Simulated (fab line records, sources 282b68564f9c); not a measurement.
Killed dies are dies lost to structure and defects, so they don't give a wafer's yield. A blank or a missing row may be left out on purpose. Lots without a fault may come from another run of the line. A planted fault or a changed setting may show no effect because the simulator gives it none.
Split-lot experiment | flow rit_cmos | 5 lots, 23 wafers read, on a route of 202 steps

THE SPLIT
At RIT_GATE_CVD_08 (deposits poly-Si from SiH4, target thk 250 nm, time 2220 s), the setting pressure_mtorr was moved away from the recipe's 300 mTorr on 20 of the 23 wafers read, by -11.6% to +7.4%. The other wafers ran this setting at the recipe's value.

The file shows no step between the split and the reading.

THE READING
GATE_POLY_THK, in nm, at RIT_GATE_THK_MEAS_09. Fault-free wafers of this fab line usually give 250.4 nm, standard deviation 2 nm.

wafer  | tool, chamber at the split | pressure_mtorr as run, mTorr | against the recipe | GATE_POLY_THK, nm | against lot-mates on the recipe
L078.1 | -, -                       | 265.2                        | -11.6%             | 234.6             | no lot-mate on the recipe
L078.2 | -, -                       | 265.2                        | -11.6%             | 235.4             | no lot-mate on the recipe
L078.3 | -, -                       | 265.2                        | -11.6%             | 233.3             | no lot-mate on the recipe
L078.4 | -, -                       | 265.2                        | -11.6%             | 234.6             | no lot-mate on the recipe
L078.6 | -, -                       | 265.2                        | -11.6%             | 234.0             | no lot-mate on the recipe
L080.1 | -, -                       | 319                          | +6.3%              | 260.4             | no lot-mate on the recipe
L080.2 | -, -                       | 319                          | +6.3%              | 260.2             | no lot-mate on the recipe
L080.3 | -, -                       | 319                          | +6.3%              | 262.5             | no lot-mate on the recipe
L080.4 | -, -                       | 319                          | +6.3%              | 260.9             | no lot-mate on the recipe
L080.5 | -, -                       | 319                          | +6.3%              | 258.5             | no lot-mate on the recipe
L081.1 | -, -                       | 271.2                        | -9.6%              | 235.8             | no lot-mate on the recipe
L081.2 | -, -                       | 271.2                        | -9.6%              | 234.9             | no lot-mate on the recipe
L081.4 | -, -                       | 271.2                        | -9.6%              | 233.8             | no lot-mate on the recipe
L081.5 | -, -                       | 271.2                        | -9.6%              | 234.5             | no lot-mate on the recipe
L081.6 | -, -                       | 271.2                        | -9.6%              | 237.5             | no lot-mate on the recipe
L082.1 | -, -                       | 322.3                        | +7.4%              | 256.0             | no lot-mate on the recipe
L082.2 | -, -                       | 322.3                        | +7.4%              | 257.4             | no lot-mate on the recipe
L082.3 | -, -                       | 322.3                        | +7.4%              | 257.2             | no lot-mate on the recipe
L082.4 | -, -                       | 322.3                        | +7.4%              | 257.7             | no lot-mate on the recipe
L082.5 | -, -                       | 322.3                        | +7.4%              | 256.7             | no lot-mate on the recipe
L085.3 | lpcvd-02, 1                | 300                          | recipe             | 249.4             | -
L085.5 | lpcvd-02, 1                | 300                          | recipe             | 247.6             | -
L085.6 | lpcvd-02, 1                | 300                          | recipe             | 249.2             | -

THE FIT
A straight line over all 23 wafers: GATE_POLY_THK changes by +1.35 nm for each +1% of pressure_mtorr; r = +0.98; the points scatter about the line by 2.1 nm.
Too few moved wafers have a lot-mate on the recipe to fit a line with each lot's own level taken away.

THE WHOLE CHAIN: every reading that the file lists as answering this split, in the file's order
step                 | what it does                                                                    | reading                                                                        | change (the file's fit)              | r (the file's)
RIT_GATE_CVD_08      | deposits poly-Si from SiH4, target thk 250 nm, time 2220 s                      | poly-Si_of_GATE_CVD_08.thk_nm (the simulator's own value, which no gauge read) | +1.35 nm for each +1% of the setting | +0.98
RIT_GATE_THK_MEAS_09 |                                                                                 | GATE_POLY_THK                                                                  | +1.35 for each +1% of the setting    | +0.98
RIT_GATE_ETCH_19     | etches poly-Si in SF6/CHF3/O2, stops on SiO2, time 165 s, target depth 312.5 nm | GATE.feature_depth_nm (the simulator's own value, which no gauge read)         | +1.35 nm for each +1% of the setting | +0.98
RIT_GATE_ETCH_19     | etches poly-Si in SF6/CHF3/O2, stops on SiO2, time 165 s, target depth 312.5 nm | etch.depth_nm (the simulator's own value, which no gauge read)                 | +1.38 nm for each +1% of the setting | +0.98
RIT_REOX_CLEAN_00    | cleans in SC1, time 600 s                                                       | poly-Si_of_GATE_CVD_08.thk_nm (the simulator's own value, which no gauge read) | +1.34 nm for each +1% of the setting | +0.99

THE FILE'S OWN FIT
GATE_POLY_THK changes by +1.35 nm for each +1% of pressure_mtorr, r = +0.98.
